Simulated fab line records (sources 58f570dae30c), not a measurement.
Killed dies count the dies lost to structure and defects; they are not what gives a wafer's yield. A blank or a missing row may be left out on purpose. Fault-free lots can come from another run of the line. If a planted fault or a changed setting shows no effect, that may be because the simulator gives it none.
Chamber matching + flow berkeley-cmos170 + 4 sister chambers for UCB170_V1_ETCH_14 on rie-diel-01
The step etches SiO2 in CHF3/CF4/Ar, stops on Al, target depth 1250 nm, time 291 s. 14 wafers are shown with their chamber, then 7 later ones without.

## WAFERS WITH THEIR CHAMBER
| wafer  | chamber | drypump-motor-current-A (A) | throttle-valve-pct (%) | oes-product-au (a.u.) |
|--------|---------|-----------------------------|------------------------|-----------------------|
| L609.2 | 0       | 6.2                         | 6.88                   | 0.888                 |
| L609.5 | 0       | 6.2                         | 6.88                   | 0.891                 |
| L609.6 | 3       | 5.1                         | 7.08                   | 0.878                 |
| L612.2 | 2       | 5.9                         | 6.92                   | 0.864                 |
| L612.3 | 1       | 5.4                         | 6.88                   | 0.867                 |
| L612.4 | 0       | 6.2                         | 6.89                   | 0.900                 |
| L614.2 | 3       | 5.2                         | 7.08                   | 0.871                 |
| L614.3 | 0       | 6.2                         | 6.88                   | 0.900                 |
| L614.4 | 1       | 5.4                         | 6.88                   | 0.866                 |
| L616.1 | 2       | 6.0                         | 6.91                   | 0.870                 |
| L616.5 | 3       | 5.2                         | 7.10                   | 0.873                 |
| L616.6 | 2       | 5.9                         | 6.91                   | 0.865                 |
| L615.2 | 1       | 5.4                         | 6.88                   | 0.878                 |
| L615.4 | 2       | 6.0                         | 6.93                   | 0.866                 |

SIGNATURES, as means of the wafers listed above
| reading                 | chamber 0 | chamber 1 | chamber 2 | chamber 3 | scatter within a chamber |
|-------------------------|-----------|-----------|-----------|-----------|--------------------------|
| drypump-motor-current-A | 6.200     | 5.400     | 5.950     | 5.167     | 0.0408                   |
| throttle-valve-pct      | 6.8825    | 6.8800    | 6.9175    | 7.0867    | 0.00785                  |
| oes-product-au          | 0.89475   | 0.87033   | 0.86625   | 0.87400   | 0.005                    |
Rule: a wafer lies at a distance from a chamber equal to the root of the sum of squares, over the readings, of (its reading less the chamber's mean, divided by the reading's scatter). If the next closest chamber is less than 2 further off than the closest, the wafer can't be placed; otherwise it belongs to the closest. The scatter: take each reading less its chamber's mean, square it, sum over the shown wafers, divide by the number of wafers less the number of chambers, and take the root.

## WAFERS MISSING THEIR CHAMBER
| wafer  | drypump-motor-current-A (A) | throttle-valve-pct (%) | oes-product-au (a.u.) |
|--------|-----------------------------|------------------------|-----------------------|
| L615.6 | 5.4                         | 6.88                   | 0.870                 |
| L617.4 | 5.5                         | 6.88                   | 0.872                 |
| L617.5 | 6.2                         | 6.90                   | 0.901                 |
| L617.6 | 5.4                         | 6.88                   | 0.881                 |
| L619.3 | 6.2                         | 6.91                   | 0.895                 |
| L619.4 | 5.4                         | 6.88                   | 0.876                 |
| L619.6 | 5.2                         | 7.10                   | 0.874                 |

## WHICH CHAMBER EACH ONE RAN IN
| wafer  | from the rows above | in truth |
|--------|---------------------|----------|
| L615.6 | 1                   | 1        |
| L617.4 | 1                   | 1        |
| L617.5 | 0                   | 0        |
| L617.6 | 1                   | 1        |
| L619.3 | 0                   | 0        |
| L619.4 | 1                   | 1        |
| L619.6 | 3                   | 3        |
Placed correctly: 7 of 7. Can't be placed from these rows: 0. Number placed wrongly: 0.
